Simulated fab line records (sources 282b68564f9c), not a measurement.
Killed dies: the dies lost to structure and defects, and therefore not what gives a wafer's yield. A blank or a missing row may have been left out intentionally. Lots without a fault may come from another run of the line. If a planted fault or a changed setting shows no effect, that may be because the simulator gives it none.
Struck lot and sound lot, side by side	flow rit-cmos	15 steps out of a route of 202
Sound: the wafers L273.1, L273.2, L273.4. Struck: wafers L269.2, L269.4, L269.5. The cause is given at the end.
Per side, at each step with rows, come the tool, then ch with its chambers, and then its first start. Under that, the readings that differ: sound wafers	struck wafers	difference of the means	sigmas: that difference in standard deviations of wafers without a fault.
alike: readings with means less than 2 such deviations apart, plus words and numbers identical on both sides. not compared: withheld readings, readings lacking a value on some wafer, bounds such as >300 that could conceal the same value, and numbers that have no deviation in the record and whose values overlap.
Wherever a step has rows on one side only, a row that says differs or no value, or a row with sigmas, the two part there. Numbers that don't overlap but have no deviation are shown without sigmas and don't part them. A reading that every wafer of one side lacks parts them only if that side has two wafers or more.

first, 4 steps without rows for these wafers: RIT_GATE_CLEAN_01 (cleans in SC1, time 600 s); RIT_GATE_CLEAN_02 (cleans in dHF, time 30 s); RIT_GATE_CLEAN_03 (cleans in SC2, time 600 s); RIT_GATE_CLEAN_04 (cleans in dHF, time 60 s).
RIT_FOX2_THK_MEAS_91:
  sound on film-metro-03, day 6 13:24; struck on film-metro-02, day 5 15:14
  alike: FIELD_OXIDE_LEFT_2_THK
then, 2 steps without rows for these wafers: RIT_GATE_OXIDATION_05 (target thk 3 nm, ox time 270 s); RIT_GATE_ANNEAL_06 (time 600 s).
RIT_GATE_THK_MEAS_07:
  sound on film-metro-04, day 6 16:11; struck on film-metro-02, day 5 19:22
  alike: GATE_OXIDE_THK
then, 1 step without rows for these wafers: RIT_GATE_CVD_08 (deposits poly-Si from SiH4, target thk 250 nm, time 2220 s).
RIT_GATE_THK_MEAS_09:
  sound on film-metro-04, day 6 18:42; struck on film-metro-04, day 5 21:03
reading	sound	struck	difference	sigmas
GATE_POLY_THK (nm)	252.7 252.2 254.5	247.2 248.0 247.3	-5.6	-2
then, 2 steps without rows for these wafers: RIT_GATE_HMDS_10 (prime time 60 s); RIT_GATE_COAT_11 (resist thk 850 nm).
RIT_GATE_SOFTBAKE_12: time 60 s.
  sound on litho-track-02 ch 0, day 6 19:16; struck on litho-track-03 ch 0, day 5 21:25
reading	sound	struck	difference	sigmas
heater-power-total-W (W)	34.58 34.57 34.41	33.77 33.84 33.86	-0.70	-14
plate-temp-C (C)	89.90 89.97 89.74	88.58 88.63 88.66	-1.25	-11
  alike: exhaust-pa, resist-line-temp-C
then, 1 step without rows for these wafers: RIT_GATE_EXPOSE_13 (exposes mask M6, target cd 150 nm).
RIT_M1_PROBE_99:
  sound on prober-02, day 7 16:54; struck on prober-02, day 6 21:01
  alike: killed-at-front-end, killed-dies, killed-on-rim, killed-open, killed-short

## WHERE THEY PART
At RIT_GATE_THK_MEAS_09 first; at RIT_GATE_SOFTBAKE_12 last (within this record only). Later steps at which nothing parts them and some readings are alike: RIT_M1_PROBE_99.

WHY: the cause the simulator had injected
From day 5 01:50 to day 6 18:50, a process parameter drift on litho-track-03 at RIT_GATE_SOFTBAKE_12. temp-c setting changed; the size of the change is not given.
